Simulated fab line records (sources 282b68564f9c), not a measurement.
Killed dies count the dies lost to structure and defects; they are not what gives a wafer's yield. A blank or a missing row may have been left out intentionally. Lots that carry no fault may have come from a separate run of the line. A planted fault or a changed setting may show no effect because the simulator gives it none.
fab line records	flow ritCmos
record lots=6	wafers=18	lastDay=7
route steps=202 shown SPACER@127 NSD@131 PSD@142 SDANNEAL@153 PLDD@159 M1@202
lots that met no fault: from a run of the same line without faults
startH: the number of hours between the record's first day and the start of the first shown wafer of the lot	waitH: how many hours have passed since the lot's step before this one	" identical to the entry in the row above	L1.1+2: one row covering several wafers at once	- either no value or no given start	* or withheld: withheld	< > ~ a bound
route shown NAME@n: NAME is a module with steps in the file, n the number in the route of the first one	usual: mean/standard deviation of fault-free wafers	same: alike in all rows	chamber/n: place in a boat	sites: the reading at each site	_std_site: standard deviation of those values	_edge_site: inner sites' mean taken away from outer sites' mean	radiusMm: for every site, how far away it sits from the centre of the wafer	mask NAME#n: copy n	behind: the last tool/chamber to shape the wafer	hold: why the lot went on hold/how many hours it stayed there/how the hold came to an end	device: the transistor (n, p or np) that didn't switch	end of line: the tests these same wafers got at the end of their route	step lacking rows: just its recipe	killed: count of dies lost to structure and defects at first sort (not the wafer's yield)	map: dies across one wafer; x = killed, . = not, _ = none there
set.NAME: the setting that was run; set.NAME@STEP: the one run at that earlier step	model.NAME: the simulator's own value behind a step, which no gauge read
a table for each step, a row for each wafer; lots at some steps of the route
services: when a tool's chamber went out of use (startH, in hours from the record's first day, below 0 if earlier), for how many hours, and the reason
## steps
# step RIT_SPACER_CLEAN_02
# recipe chemistry=SC2	mix=3:3:50	timeS=600	tempC=75	dry=n2Spin
# step RIT_SPACER_CVD_03
# recipe material=Si3N4	targetThkNm=250	tempC=810	precursor=SiH2Cl2/NH3	timeS=3300	pressureMtorr=300	sih2cl2FlowSccm=60	nh3FlowSccm=150
# step RIT_SPACER_THK_MEAS_04
# recipe reads=Si3N4_of_SPACER_CVD_03
# usual SPACER_NITRIDE_THK=250.1/2.4
lot.wafer	tool	chamber	startH	waitH	SPACER_NITRIDE_THK[nm]
L534.2	filmMetro-01	-	62.35	0.0	250.9
L534.4	"	-	"	"	250.9
L534.5	"	-	"	"	251.7
L541.2	filmMetro-03	-	88.52	0.0	248.2
L541.3	"	-	"	"	249.1
L541.5	"	-	"	"	250.2
L545.3	filmMetro-04	-	114.46	0.0	250.2
L545.4	"	-	"	"	252.0
L545.6	"	-	"	"	252.0
L546.3	filmMetro-03	-	115.47	0.0	247.7
L546.5	"	-	"	"	246.1
L546.6	"	-	"	"	248.0
L548.1	filmMetro-04	-	126.92	0.0	246.3
L548.3	"	-	"	"	244.8
L548.4	"	-	"	"	247.4
L554.1	filmMetro-03	-	152.98	0.0	252.3
L554.5	"	-	"	"	249.7
L554.6	"	-	"	"	251.7
# step RIT_SPACER_ETCHBACK_05
# recipe targetDepthA=2500	SF6_flow_sccm=30	CHF3_flow_sccm=30	target=Si3N4	chemistry=SF6/CHF3	pressureMtorr=40	rfW=250	timeS=240	stopOn=SiO2
# usual chamberPressureMTorr=40.00/0.039	drypumpMotorCurrentA=5.41/0.29	oesProductAu=0.847/0.012	throttleValvePct=10.23/0.14
lot.wafer	tool	chamber	startH	waitH	chamberPressureMTorr	drypumpMotorCurrentA	oesProductAu	rfHoursCounterH	throttleValvePct
L534.2	rieDiel-01	3	62.40	0.0	39.97	5.27	0.841	0	10.46
L534.4	"	0	"	"	39.97	6.07	0.836	163	10.21
L534.5	"	1	"	"	40.00	5.23	0.826	-	10.05
L541.2	rieDiel-02	0	88.57	0.0	40.04	5.60	0.855	133	10.08
L541.3	"	3	"	"	40.00	5.29	0.837	141	10.12
L541.5	"	2	"	"	39.97	4.96	0.854	-	10.35
L545.3	rieDiel-01	2	114.50	0.0	39.94	5.52	0.848	99	10.21
L545.4	"	1	"	"	40.08	5.22	0.824	55	10.06
L545.6	"	1	"	"	39.95	5.23	0.829	-	10.07
L546.3	rieDiel-02	1	115.51	0.0	40.07	5.56	0.844	2	10.17
L546.5	"	0	"	"	40.00	5.57	0.849	-	10.05
L546.6	"	1	"	"	39.99	5.54	0.841	-	10.17
L548.1	rieDiel-03	1	126.98	0.1	40.02	5.69	0.854	1	10.35
L548.3	"	3	"	"	40.07	4.96	0.842	115	10.25
L548.4	"	3	"	"	39.97	4.96	0.857	-	10.25
L554.1	rieDiel-02	0	153.04	0.1	40.02	5.59	0.868	134	10.08
L554.5	"	3	"	"	40.00	5.29	0.842	-	10.12
L554.6	"	2	"	"	40.02	4.96	0.850	-	10.35
# step RIT_NSD_HMDS_00
# recipe primeTimeS=60	primeTempC=140
# step RIT_NSD_COAT_01
# recipe resist=NOVOLAK	spinRpm=3250	resistThkNm=1000
# step RIT_NSD_SOFTBAKE_02
# recipe resist=NOVOLAK	tempC=90	timeS=60
# step RIT_NSD_EXPOSE_03
# recipe maskId=M9	na=0.57	targetCdNm=40700	doseMj=250
# step RIT_NSD_PEB_04
# recipe resist=NOVOLAK	tempC=withheld	timeS=withheld
# step RIT_NSD_DEVELOP_05
# recipe resist=NOVOLAK	developTimeS=50	devTempC=21.99
# step RIT_NSD_OVL_MEAS_06
# usual NSD_OVL=0.5/1.5
lot.wafer	tool	chamber	startH	waitH	NSD_OVL[nm]
L534.2	overlay-01	-	63.57	-	-1.0
L534.4	"	-	"	"	0.6
L534.5	"	-	"	"	-1.0
L541.2	overlay-02	-	89.73	-	0.0
L541.3	"	-	"	"	1.5
L541.5	"	-	"	"	1.7
L545.3	overlay-01	-	115.51	-	-1.5
L545.4	"	-	"	"	0.7
L545.6	"	-	"	"	1.6
L546.3	overlay-01	-	116.67	-	1.3
L546.5	"	-	"	"	3.4
L546.6	"	-	"	"	1.8
L548.1	overlay-01	-	128.05	-	-2.1
L548.3	"	-	"	"	-1.2
L548.4	"	-	"	"	-1.1
L554.1	overlay-02	-	154.17	-	0.2
L554.5	"	-	"	"	-0.3
L554.6	"	-	"	"	-0.8
# step RIT_NSD_HARDBAKE_07
# recipe resist=NOVOLAK	tempC=140	timeS=60
# step RIT_NSD_IMPLANT_08
# recipe species=P	energyKev=25.35	doseCm2=1e+15	tiltDeg=7
# usual beamEnergyKeV=25.351/0.009	beamOnS=9.99/0.19	endStationPressureTorr=7.5e-06/4.2e-07	faradayCurrentUA=3134/58
lot.wafer	tool	chamber	startH	waitH	beamEnergyKeV	beamOnS	endStationPressureTorr	faradayCurrentUA
L534.2	implanter-04	0	63.77	0.1	25.331	10.17	7.8e-06	3080
L534.4	"	0	"	"	25.328	9.70	7.6e-06	3224
L534.5	"	0	"	"	25.341	9.93	7.7e-06	3151
L541.2	implanter-02	0	89.93	0.1	25.356	10.19	7.2e-06	3070
L541.3	"	0	"	"	25.362	10.14	7.6e-06	3082
L541.5	"	0	"	"	25.350	10.15	7.3e-06	3095
L545.3	implanter-02	0	115.73	0.1	25.344	14.11	7e-06	2210
L545.4	"	0	"	"	25.356	14.07	7.8e-06	2221
L545.6	"	0	"	"	25.342	13.97	7.7e-06	2239
L546.3	implanter-02	0	116.89	0.1	25.357	14.34	7.3e-06	2192
L546.5	"	0	"	"	25.358	14.63	6.9e-06	2146
L546.6	"	0	"	"	25.358	14.36	6.8e-06	2183
L548.1	implanter-01	0	128.24	0.1	25.352	9.92	6.8e-06	3137
L548.3	"	0	"	"	25.351	10.14	6.9e-06	3095
L548.4	"	0	"	"	25.350	9.54	7.8e-06	3278
L554.1	implanter-04	0	154.35	0.1	25.372	9.99	7.2e-06	3144
L554.5	"	0	"	"	25.353	9.88	6.8e-06	3156
L554.6	"	0	"	"	25.351	10.06	8.1e-06	3128
# step RIT_NSD_STRIP_09
# recipe chemistry=O2	timeS=180	resist=NOVOLAK	platenTempC=withheld	powerW=500	pressureMtorr=4000	o2FlowSccm=4000
# usual chamberPressureMTorr=4000/3.6	drypumpMotorCurrentA=5.5/0.43
lot.wafer	tool	chamber	startH	waitH	chamberPressureMTorr	drypumpMotorCurrentA	rfHoursCounterH
L534.2	plasmaAsher-03	1	63.90	0.1	4000	6.0	41
L534.4	"	0	"	"	3996	5.5	-
L534.5	"	1	"	"	3995	5.9	-
L541.2	plasmaAsher-03	1	90.06	0.1	3997	5.9	44
L541.3	"	1	"	"	4000	5.9	-
L541.5	"	0	"	"	3997	5.5	-
L545.3	plasmaAsher-01	0	115.89	0.1	3999	4.9	-
L545.4	"	1	"	"	4004	5.4	-
L545.6	"	0	"	"	4003	4.9	-
L546.3	plasmaAsher-01	1	117.05	0.1	4001	5.4	-
L546.5	"	1	"	"	4002	5.4	-
L546.6	"	0	"	"	3999	4.9	-
L548.1	plasmaAsher-03	1	128.39	0.1	4005	6.0	48
L548.3	"	1	"	"	4001	6.0	-
L548.4	"	0	"	"	3998	5.5	-
L554.1	plasmaAsher-01	1	154.50	0.1	4003	5.4	51
L554.5	"	1	"	"	3999	5.4	-
L554.6	"	0	"	"	4007	4.9	-
# step RIT_NSD_TW_MEAS_10
# usual NSD_TW=3134/39
lot.wafer	tool	chamber	startH	waitH	NSD_TW
L534.2	filmMetro-02	-	64.08	0.1	3089
L534.4	"	-	"	"	3063
L534.5	"	-	"	"	3075
L541.2	filmMetro-03	-	90.24	0.1	3156
L541.3	"	-	"	"	3168
L541.5	"	-	"	"	3152
L545.3	filmMetro-03	-	116.03	0.1	3412
L545.4	"	-	"	"	3418
L545.6	"	-	"	"	3402
L546.3	filmMetro-04	-	117.19	0.1	3346
L546.5	"	-	"	"	3364
L546.6	"	-	"	"	3377
L548.1	filmMetro-02	-	128.56	0.1	3071
L548.3	"	-	"	"	3092
L548.4	"	-	"	"	3100
L554.1	filmMetro-03	-	154.68	0.1	3184
L554.5	"	-	"	"	3162
L554.6	"	-	"	"	3165
# step RIT_PSD_HMDS_00
# recipe primeTimeS=60	primeTempC=140
# step RIT_PSD_COAT_01
# recipe resist=NOVOLAK	spinRpm=3250	resistThkNm=1000
# step RIT_PSD_SOFTBAKE_02
# recipe resist=NOVOLAK	tempC=90	timeS=60
# step RIT_PSD_EXPOSE_03
# recipe maskId=M10	na=0.57	targetCdNm=40900	doseMj=250
# step RIT_PSD_PEB_04
# recipe resist=NOVOLAK	tempC=withheld	timeS=withheld
# step RIT_PSD_DEVELOP_05
# recipe resist=NOVOLAK	developTimeS=50	devTempC=23
# step RIT_PSD_OVL_MEAS_06
# usual PSD_OVL=-0.3/1.2
lot.wafer	tool	chamber	startH	waitH	PSD_OVL[nm]
L534.2	overlay-01	-	65.36	-	-1.1
L534.4	"	-	"	"	-1.0
L534.5	"	-	"	"	-2.5
L541.2	overlay-02	-	91.15	-	-2.6
L541.3	"	-	"	"	-0.7
L541.5	"	-	"	"	-2.8
L545.3	overlay-01	-	117.10	-	0.7
L545.4	"	-	"	"	0.6
L545.6	"	-	"	"	1.0
L546.3	overlay-01	-	118.50	-	-0.9
L546.5	"	-	"	"	1.2
L546.6	"	-	"	"	2.0
L548.1	overlay-01	-	129.47	-	-0.6
L548.3	"	-	"	"	-1.9
L548.4	"	-	"	"	-1.5
L554.1	overlay-02	-	155.77	-	-1.2
L554.5	"	-	"	"	-1.1
L554.6	"	-	"	"	-0.7
# step RIT_PSD_HARDBAKE_07
# recipe resist=NOVOLAK	tempC=140	timeS=60
# step RIT_PSD_IMPLANT_08
# recipe species=BF2	energyKev=27	doseCm2=5e+15	tiltDeg=7
# step RIT_PSD_STRIP_09
# recipe chemistry=O2	timeS=180	resist=NOVOLAK	platenTempC=withheld	powerW=500	pressureMtorr=4000	o2FlowSccm=4000
# usual chamberPressureMTorr=4000/3.8	drypumpMotorCurrentA=5.5/0.43
lot.wafer	tool	chamber	startH	waitH	chamberPressureMTorr	drypumpMotorCurrentA	rfHoursCounterH
L534.2	plasmaAsher-02	1	65.69	0.1	4003	6.2	41
L534.4	"	1	"	"	4000	6.1	-
L534.5	"	1	"	"	4001	6.2	-
L541.2	plasmaAsher-02	0	91.48	0.1	3999	5.3	43
L541.3	"	0	"	"	4002	5.3	-
L541.5	"	0	"	"	4004	5.3	-
L545.3	plasmaAsher-04	1	117.48	0.1	4000	5.2	-
L545.4	"	0	"	"	4009	5.8	-
L545.6	"	0	"	"	4000	5.8	-
L546.3	plasmaAsher-01	0	118.89	0.1	4001	4.9	-
L546.5	"	1	"	"	4003	5.4	-
L546.6	"	0	"	"	3994	4.9	-
L548.1	plasmaAsher-01	0	129.81	0.1	4003	4.9	49
L548.3	"	1	"	"	4001	5.4	-
L548.4	"	0	"	"	3999	4.9	-
L554.1	plasmaAsher-02	0	156.11	0.1	4008	5.3	4
L554.5	"	1	"	"	3997	6.1	-
L554.6	"	0	"	"	3994	5.3	-
# step RIT_PSD_TW_MEAS_10
# usual PSD_TW=3426/41
lot.wafer	tool	chamber	startH	waitH	PSD_TW
L534.2	filmMetro-04	-	65.87	0.1	3460
L534.4	"	-	"	"	3479
L534.5	"	-	"	"	3472
L541.2	filmMetro-02	-	91.67	0.1	3384
L541.3	"	-	"	"	3361
L541.5	"	-	"	"	3366
L545.3	filmMetro-03	-	117.62	0.1	3479
L545.4	"	-	"	"	3495
L545.6	"	-	"	"	3491
L546.3	filmMetro-04	-	119.02	0.1	3429
L546.5	"	-	"	"	3446
L546.6	"	-	"	"	3444
L548.1	filmMetro-03	-	129.98	0.1	3427
L548.3	"	-	"	"	3447
L548.4	"	-	"	"	3456
L554.1	filmMetro-04	-	156.28	0.1	3476
L554.5	"	-	"	"	3447
L554.6	"	-	"	"	3462
# step RIT_SDANNEAL_CLEAN_00
# recipe chemistry=SC1	mix=3:3:50	timeS=600	tempC=75
# step RIT_SDANNEAL_CLEAN_01
# recipe chemistry=dHF	dilution=50:1	timeS=30
# step RIT_SDANNEAL_CLEAN_02
# recipe chemistry=SC2	mix=3:3:50	timeS=600	tempC=75	dry=n2Spin
# step RIT_SDANNEAL_RTA_03
# recipe tempC=1050	timeS=5	idleTempC=600	rampUpCPerS=342	rampDownCPerS=171	coolToC=600	ambient=N2
# usual annealTempCMax=1053.1/0.62	rampDownCPerS=171.00/0.031	wafer_temp_C_max=1053.4/1.2
lot.wafer	tool	chamber	startH	waitH	annealTempCMax	rampDownCPerS	wafer_temp_C_max
L534.2	rtpAnneal-02	0	66.30	0.0	1052.6	171.01	1053.0
L534.4	"	0	"	"	1053.1	171.00	1052.5
L534.5	"	0	"	"	1053.8	171.03	1051.4
L541.2	rtpAnneal-02	0	92.27	0.0	1052.4	171.02	1055.2
L541.3	"	0	"	"	1053.7	170.99	1052.4
L541.5	"	0	"	"	1052.8	171.05	1053.0
L545.3	rtpAnneal-02	0	118.05	0.0	1053.1	170.96	1053.9
L545.4	"	0	"	"	1054.3	170.96	1053.9
L545.6	"	0	"	"	1053.8	170.99	1052.3
L546.3	rtpAnneal-01	0	119.45	0.0	1051.8	171.03	1052.2
L546.5	"	0	"	"	1052.3	170.97	1052.9
L546.6	"	0	"	"	1052.5	171.05	1053.3
L548.1	rtpAnneal-01	0	130.42	0.0	1054.4	170.94	1053.1
L548.3	"	0	"	"	1053.0	170.96	1053.0
L548.4	"	0	"	"	1052.7	170.95	1051.4
L554.1	rtpAnneal-01	0	156.74	0.0	1052.8	170.97	1052.5
L554.5	"	0	"	"	1053.0	171.04	1055.2
L554.6	"	0	"	"	1053.0	171.01	1053.8
# step RIT_SDANNEAL_RS_MEAS_04
# recipe thkMeasGauge=four-point-probe
# usual PSD_RS=115.97/0.27
lot.wafer	tool	chamber	startH	waitH	PSD_RS[ohm/sq]
L534.2	filmMetro-03	-	66.37	0.1	115.87
L534.4	"	-	"	"	115.62
L534.5	"	-	"	"	115.70
L541.2	filmMetro-04	-	92.34	0.1	115.93
L541.3	"	-	"	"	115.64
L541.5	"	-	"	"	115.62
L545.3	filmMetro-04	-	118.12	0.1	115.64
L545.4	"	-	"	"	115.87
L545.6	"	-	"	"	115.52
L546.3	filmMetro-03	-	119.53	0.1	116.06
L546.5	"	-	"	"	116.15
L546.6	"	-	"	"	115.68
L548.1	filmMetro-03	-	130.48	0.0	116.10
L548.3	"	-	"	"	115.80
L548.4	"	-	"	"	116.11
L554.1	filmMetro-03	-	156.80	0.0	116.13
L554.5	"	-	"	"	116.15
L554.6	"	-	"	"	116.07
# step RIT_SDANNEAL_RS_MEAS_05
# recipe thkMeasGauge=four-point-probe
# usual NSD_RS=84.35/0.28
lot.wafer	tool	chamber	startH	waitH	NSD_RS[ohm/sq]
L534.2	filmMetro-03	-	66.49	0.1	84.45
L534.4	"	-	"	"	84.40
L534.5	"	-	"	"	84.31
L541.2	filmMetro-04	-	92.46	0.1	84.12
L541.3	"	-	"	"	84.22
L541.5	"	-	"	"	84.25
L545.3	filmMetro-04	-	118.24	0.1	64.12
L545.4	"	-	"	"	63.95
L545.6	"	-	"	"	64.01
L546.3	filmMetro-03	-	119.65	0.1	64.19
L546.5	"	-	"	"	64.51
L546.6	"	-	"	"	64.07
L548.1	filmMetro-03	-	130.60	0.1	84.65
L548.3	"	-	"	"	84.67
L548.4	"	-	"	"	84.58
L554.1	filmMetro-03	-	156.92	0.1	84.21
L554.5	"	-	"	"	84.18
L554.6	"	-	"	"	84.65
# step RIT_SDANNEAL_RS_MEAS_06
# recipe thkMeasGauge=four-point-probe
# usual PLDD_RS=179.0/0.4
lot.wafer	tool	chamber	startH	waitH	PLDD_RS[ohm/sq]
L534.2	filmMetro-03	-	66.61	0.1	178.7
L534.4	"	-	"	"	179.0
L534.5	"	-	"	"	178.7
L541.2	filmMetro-04	-	92.58	0.1	179.3
L541.3	"	-	"	"	178.5
L541.5	"	-	"	"	178.7
L545.3	filmMetro-04	-	118.36	0.1	178.1
L545.4	"	-	"	"	178.6
L545.6	"	-	"	"	178.7
L546.3	filmMetro-03	-	119.77	0.1	179.4
L546.5	"	-	"	"	180.3
L546.6	"	-	"	"	179.0
L548.1	filmMetro-03	-	130.72	0.1	179.4
L548.3	"	-	"	"	179.0
L548.4	"	-	"	"	178.9
L554.1	filmMetro-03	-	157.04	0.1	179.1
L554.5	"	-	"	"	178.7
L554.6	"	-	"	"	178.9
# step RIT_M1_PROBE_99
# usual killedAtContacts=0.1/0.27	killedAtFrontEnd=7/3.3	killedDies=7/3.3	killedOpen=3.5/2	killedShort=3.8/2.2
# same grossDies=264	killed_at_M0_to_M3=0	killed_at_M4_up=0	killedAtBackSide=0	killedAtOther=0
lot.wafer	tool	chamber	startH	waitH	killedAtContacts	killedAtFrontEnd	killedDies	killedOpen	killedShort	model.etest.nmos_0p3.rOnOhmUm	model.etest.nmos_0p15.rOnOhmUm	model.etest.nmosNarrow.driveUaUm	model.etest.contactNplus.endOhmUm	model.etest.nmos_0p3.driveUaUm	model.etest.npolyLine.rsOhmSq	model.etest.nmos_0p15.toxInvNm	model.etest.diodeNplusComb.cjFfUm2
L534.2	prober-01	-	74.09	0.1	0	9	9	5	4	2128	1081	229.1	39.74	224.9	17.24	4.521	2.609
L534.4	prober-01	-	74.19	0.2	0	3	3	1	2	2138	1109	231.4	40.85	227	17.25	4.449	2.65
L534.5	prober-01	-	74.24	0.2	1	9	10	5	4	2135	1127	232.9	40.63	227.6	17.54	4.455	2.659
L541.2	prober-02	-	99.97	0.1	0	11	11	1	10	2062	1043	244.3	38.88	239.2	17.44	4.346	2.617
L541.3	prober-02	-	100.02	0.2	0	12	12	7	5	2084	1062	236.2	40.66	232.7	17.6	4.377	2.613
L541.5	prober-02	-	100.12	0.2	0	7	7	2	5	2035	1025	241.5	39.65	234.5	17.53	4.386	2.573
L545.3	prober-02	-	125.67	0.2	1	1	2	1	1	1985	1015	247.6	24.48	248.6	17.16	4.11	2.712
L545.4	prober-02	-	125.72	0.2	0	8	8	4	4	2003	1011	245.6	24.32	245.2	17.42	4.138	2.715
L545.6	prober-02	-	125.82	0.2	0	6	6	1	5	1996	1016	243.6	24.4	244.2	17.21	4.175	2.72
L546.3	prober-01	-	127.17	0.2	0	3	3	2	1	1994	1017	252.6	24.59	246.3	17.13	4.135	2.71
L546.5	prober-01	-	127.27	0.2	0	4	4	3	1	2023	1038	244.1	24.92	240.8	17.12	4.154	2.733
L546.6	prober-01	-	127.32	0.2	0	10	10	4	6	1992	1004	250.2	25.05	246.7	16.99	4.115	2.712
L548.1	prober-01	-	138.08	0.1	0	20	20	14	6	2176	1136	231.7	40.55	226.8	17.39	4.465	2.635
L548.3	prober-01	-	138.18	0.2	0	20	20	10	10	2167	1154	236.1	40.23	228.6	17.51	4.357	2.658
L548.4	prober-01	-	138.23	0.2	0	15	15	7	8	2181	1151	228.4	39.81	220.4	17.51	4.44	2.656
L554.1	prober-01	-	164.17	0.1	0	7	7	2	5	2115	1105	233.2	38.82	231.7	17.62	4.476	2.648
L554.5	prober-01	-	164.37	0.2	0	10	10	4	6	2113	1117	234.8	39.15	230.1	17.42	4.439	2.656
L554.6	prober-01	-	164.42	0.2	0	9	9	4	5	2119	1110	229.2	40	227.1	17.39	4.513	2.617
# killed by level:class
L534.2 GATE:geometricParticle:open=2 SILICIDE:geometricParticle:short=2 FOX1:geometricParticle:open=1 GATE:geometricParticle:short=1 REOX:geometricParticle:short=1 SPACER:geometricParticle:open=1 SILICIDE:geometricParticle:open=1
L534.4 FOX1:geometricParticle:short=1 GATE:geometricParticle:open=1 REOX:geometricParticle:short=1
L534.5 FOX1:geometricParticle:short=2 GATE:geometricParticle:open=2 FOX1:geometricParticle:open=1 REOX:geometricParticle:short=1 REOX:geometricParticle:open=1 SILICIDE:geometricParticle:open=1 CONTACT:geometricParticle:short=1 GATE:coatMicrobubblePrinted=1
L541.2 GATE:geometricParticle:short=8 SPACER:geometricParticle:short=1 SPACER:geometricParticle:open=1 SILICIDE:geometricParticle:short=1
L541.3 GATE:geometricParticle:short=4 GATE:geometricParticle:open=3 FOX1:geometricParticle:open=1 REOX:geometricParticle:open=1 SPACER:geometricParticle:open=1 SPACER:geometricParticle:short=1 SILICIDE:geometricParticle:open=1
L541.5 GATE:geometricParticle:short=4 FOX1:geometricParticle:open=1 GATE:geometricParticle:open=1 SPACER:geometricParticle:short=1
L545.3 GATE:geometricParticle:short=1 CONTACT:geometricParticle:open=1
L545.4 GATE:geometricParticle:open=2 FOX1:geometricParticle:open=1 GATE:geometricParticle:short=1 REOX:geometricParticle:open=1 REOX:geometricParticle:short=1 SPACER:geometricParticle:short=1 SILICIDE:geometricParticle:short=1
L545.6 FOX1:geometricParticle:short=2 GATE:geometricParticle:open=1 GATE:geometricParticle:short=1 SPACER:geometricParticle:short=1 SILICIDE:geometricParticle:short=1
L546.3 GATE:geometricParticle:open=1 GATE:geometricParticle:short=1 SPACER:geometricParticle:open=1
L546.5 GATE:geometricParticle:open=2 SPACER:geometricParticle:open=1 SILICIDE:geometricParticle:short=1
L546.6 SILICIDE:geometricParticle:short=3 FOX1:geometricParticle:short=2 GATE:geometricParticle:open=2 FOX2:geometricParticle:open=1 GATE:geometricParticle:short=1 SILICIDE:geometricParticle:open=1
L548.1 SPACER:geometricParticle:open=6 GATE:geometricParticle:open=5 GATE:geometricParticle:short=3 SPACER:geometricParticle:short=3 FOX1:geometricParticle:open=1 FOX2:geometricParticle:open=1 SILICIDE:geometricParticle:open=1
L548.3 SPACER:geometricParticle:short=7 FOX1:geometricParticle:open=3 SPACER:geometricParticle:open=3 SILICIDE:geometricParticle:open=2 FOX1:geometricParticle:short=1 GATE:geometricParticle:short=1 GATE:geometricParticle:open=1 REOX:geometricParticle:open=1
L548.4 GATE:geometricParticle:open=4 GATE:geometricParticle:short=3 FOX1:geometricParticle:short=2 REOX:geometricParticle:short=2 FOX1:geometricParticle:open=1 SPACER:geometricParticle:open=1 SILICIDE:geometricParticle:short=1 SILICIDE:geometricParticle:open=1
L554.1 GATE:geometricParticle:short=3 GATE:geometricParticle:open=2 ACTIVE:geometricParticle:short=1 FOX1:geometricParticle:short=1
L554.5 REOX:geometricParticle:short=3 ACTIVE:geometricParticle:open=1 FOX1:geometricParticle:short=1 GATE:geometricParticle:short=1 REOX:geometricParticle:open=1 SPACER:geometricParticle:open=1 SILICIDE:geometricParticle:open=1 SILICIDE:geometricParticle:short=1
L554.6 GATE:geometricParticle:open=2 SPACER:geometricParticle:short=2 SPACER:geometricParticle:open=2 FOX1:geometricParticle:short=1 GATE:geometricParticle:short=1 REOX:geometricParticle:short=1
## services
tool	chamber	startH	hours	kind
rieDiel-01	3	42.68	-	clean
rieDiel-01	3	42.68	13.3	scheduledDown
rieDiel-01	3	42.68	13.3	ventCycle
rtpAnneal-02	-	44.45	3.1	pm
plasmaAsher-03	-	45.49	2.8	repair
implanter-02	-	55.32	15.0	repair
rieDiel-03	1	59.21	9.7	repair
implanter-02	-	61.41	2.1	repair
rtpAnneal-01	-	62.40	5.4	pm
rieDiel-01	0	73.65	-	clean
plasmaAsher-03	-	78.11	4.9	repair
rieDiel-01	2	79.10	2.7	repair
implanter-01	-	86.10	4.9	pm
plasmaAsher-02	-	108.75	9.0	pm
plasmaAsher-02	0	108.75	9.0	ventCycle
plasmaAsher-02	1	108.75	9.0	ventCycle
rieDiel-03	0	108.92	5.8	repair
rieDiel-02	2	110.75	1.8	repair
plasmaAsher-02	0	117.75	-	clean
plasmaAsher-02	1	117.75	-	clean
implanter-04	-	127.24	5.9	repair
implanter-04	-	141.58	4.3	pm
rieDiel-03	-	142.15	0.6	repair
implanter-02	-	149.97	2.2	repair
## key
firstSign step=RIT_NSD_IMPLANT_08	reading=beamOnS	direction=up	sigmas=22	usual=9.99	struck=14.25
effect step=RIT_NSD_IMPLANT_08	reading=faradayCurrentUA	direction=down	sigmas=16	usual=3134	struck=2199
effect step=RIT_NSD_TW_MEAS_10	reading=NSD_TW	direction=up	sigmas=6.5	usual=3134	struck=3386
effect step=RIT_SDANNEAL_RS_MEAS_05	reading=NSD_RS	direction=down	sigmas=72	usual=84.35	struck=64.14
modelEffect step=RIT_M1_PROBE_99	value=etest.nmos_0p3.rOnOhmUm	without=2123	struck=1999
metAt RIT_NSD_IMPLANT_08
struckWafers L545.3,L545.4,L545.6,L546.3,L546.5,L546.6
testerLeftOut L545,L546
onsetBetween 89.93 115.73
fault kind=processParameterDrift	tool=implanter-02	chamber=-	onsetH=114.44	steps=RIT_NSD_IMPLANT_08	channel=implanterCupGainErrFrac	offset=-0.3	shape=step	endH=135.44
# testerLeftOut: of these lots the tester's yield and bins aren't shown, on N5 and GAA mostly nor the transistor test; their killed dies are dies lost to structure and defects alone, not to doping, threshold or leakage, so they don't give the yield
